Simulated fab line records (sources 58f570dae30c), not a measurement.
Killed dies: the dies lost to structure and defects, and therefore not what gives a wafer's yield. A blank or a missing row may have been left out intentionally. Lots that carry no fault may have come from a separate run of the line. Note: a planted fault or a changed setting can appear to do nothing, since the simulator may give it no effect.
Chamber matching -- flow berkeleyCmos170 -- cmp-01 running UCB170_V1_CMP_02: 4 sister chambers
The step polishes SiO2. 8 wafers are shown with their chamber, then 8 later ones without.

== EACH WAFER AND ITS CHAMBER ==
wafer,chamber,motorCurrentA (A)
L216.6,1,15.7
L220.1,2,14.2
L220.4,3,15.7
L220.6,1,15.8
L228.2,3,15.0
L228.3,2,14.2
L228.4,0,18.0
L229.2,0,17.7

== WAFERS WITHOUT THEIR CHAMBER ==
wafer,motorCurrentA (A)
L229.4,15.6
L229.5,13.9
L232.3,17.5
L232.5,15.5
L232.6,13.5
L233.1,15.4
L233.5,13.7
L233.6,14.9

== WHICH CHAMBER EACH ONE RAN IN ==
wafer,from the rows above,in truth
L229.4,can't be placed: 1 or 3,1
L229.5,2,2
L232.3,0,0
L232.5,can't be placed: 3 or 1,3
L232.6,2,2
L233.1,can't be placed: 3 or 1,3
L233.5,2,2
L233.6,can't be placed: 3 or 2 or 1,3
Correctly placed: 4 of 8. From these rows, 4 cannot be placed; in 4 the true chamber is one of the candidates. Number placed wrongly: 0.
How it was worked out, from the rows above alone: a wafer's distance from a chamber is the root of the sum, over the readings, of the square of ((its reading less the chamber's mean) divided by the reading's scatter). If the next closest chamber is less than 2 further off than the closest, the wafer can't be placed; otherwise it belongs to the closest. For every chamber, the mean is computed from those of its wafers that are shown. The scatter: take each reading less its chamber's mean, square it, sum over the shown wafers, divide by the number of wafers less the number of chambers, and take the root.
